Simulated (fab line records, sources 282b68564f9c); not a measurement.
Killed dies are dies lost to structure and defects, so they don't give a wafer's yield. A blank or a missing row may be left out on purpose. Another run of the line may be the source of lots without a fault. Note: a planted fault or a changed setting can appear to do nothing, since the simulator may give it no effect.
Problem report, 8D (eight disciplines) form, completed by code | flow rit-cmos | the parts of the form that need people (team, actions taken, sign-off) are left out

1. WHAT WENT WRONG
Mean of killed_at_M0_to_M3 at RIT_M1_PROBE_99: 32.7 across 9 wafers in 3 lots; on wafers with no fault it is 0.0 (standard deviation 0.083). That is +99 or more standard deviations from the usual mean.
First seen on wafer L968.3, day 5 12:45, on prober-02. At this step, 45 wafers from 15 lots have a number in the record. Rule for "out" (also "out of limits"): further than 4 standard deviations from the usual mean. The other wafers with a number count as sound.

2. WHAT IT IS, AND WHAT IT ISN'T
question                    | is                                                                                                                            | is not
which readings at this step | killed_at_M0_to_M3, defect-limited-yield, killed-dies, sort_bin_3_pad_short, sort_bin_5_function, sort-n-pass, sort-yield-pct | killed-at-contacts, killed-at-front-end, killed-short
which lots                  | L968, L969, L972                                                                                                              | L959, L960, L961, L964, L965, L966, L967, L971, L977, L978, L980, L982
which wafers of those lots  | all that have a number                                                                                                        | -
read on which tools         | prober-01, prober-02                                                                                                          | -
when                        | from day 5 12:45                                                                                                              | up to then (21 sound wafers); but 15 sound wafers of L971, L977, L978, L980, L982 came after

3. SUSPECTS, AND WHAT RULES EACH OUT
Counting: a tool at any process step up to the reading remains a suspect when it ran all the lots that are out and ran no sound lot after the first of those.
- plasma-asher-01 at RIT_PLDD_STRIP_09 (strips in O2, time 180 s): kept. It processed each lot that is out, first L968 at day 4 23:05, and no sound lot thereafter; up to then, the last sound lot it processed was L965 at day 4 07:35.
- wet-bench-01 at RIT_M1_STRIP_13 (strips in nmp, time 600 s): kept. It processed each lot that is out, first L968 at day 5 10:34, and no sound lot thereafter; up to then, the last sound lot it processed was L966 at day 4 22:53.
Remaining after the count are plasma-asher-01 at RIT_PLDD_STRIP_09 and wet-bench-01 at RIT_M1_STRIP_13.

4. THE CAUSE (what the simulator had put in)
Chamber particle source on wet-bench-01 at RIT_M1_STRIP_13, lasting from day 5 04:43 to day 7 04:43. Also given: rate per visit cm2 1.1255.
Counting leaves 2 suspects; this tool is one of them.

5. THE CHAIN OF EFFECTS, in route order
Each row: a reading where the mean over the struck wafers with a number is more than 3 standard deviations away from the usual. Only readings whose record carries a usual standard deviation are examined. hours: median over the lots of the time between each lot's start at the first step of this table that gives one and its start at this step. sigmas: the change, counted in usual standard deviations.
hours | step            | reading              | usual  | on struck wafers | change | sigmas
0     | RIT_M1_PROBE_99 | defect-limited-yield | 97.2 % | 85.3             | -11.9  | -10
0     | RIT_M1_PROBE_99 | killed_at_M0_to_M3   | 0.0    | 32.7             | +32.7  | +99 or more
0     | RIT_M1_PROBE_99 | killed-dies          | 7      | 39               | +32    | +10
0     | RIT_M1_PROBE_99 | sort_bin_3_pad_short | 0.1 %  | 2.8              | +2.7   | +12
0     | RIT_M1_PROBE_99 | sort_bin_5_function  | 1.7 %  | 8.9              | +7.2   | +9.0
0     | RIT_M1_PROBE_99 | sort_bin_6_memory    | 1.0 %  | 3.0              | +2.0   | +3.1
0     | RIT_M1_PROBE_99 | sort-n-pass          | 257    | 225              | -32    | -10
0     | RIT_M1_PROBE_99 | sort-yield-pct       | 97.2 % | 85.3             | -11.9  | -10
The process steps in it:
- RIT_M1_PROBE_99

6. WHAT WOULD HAVE CAUGHT IT SOONER
In this record the first reading out of limits was taken at day 5 12:45, 8 hours after the fault began at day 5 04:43.
An alarm limit of 4 standard deviations would not have fired on the tool readings at RIT_M1_STRIP_13 for which the record gives a usual standard deviation, since none of them was out on any struck wafer.
Lots out: 3; of these, L969, L972 started RIT_M1_STRIP_13 on wet-bench-01 after day 5 12:45. A hold on the tool at that time would have spared those 2.
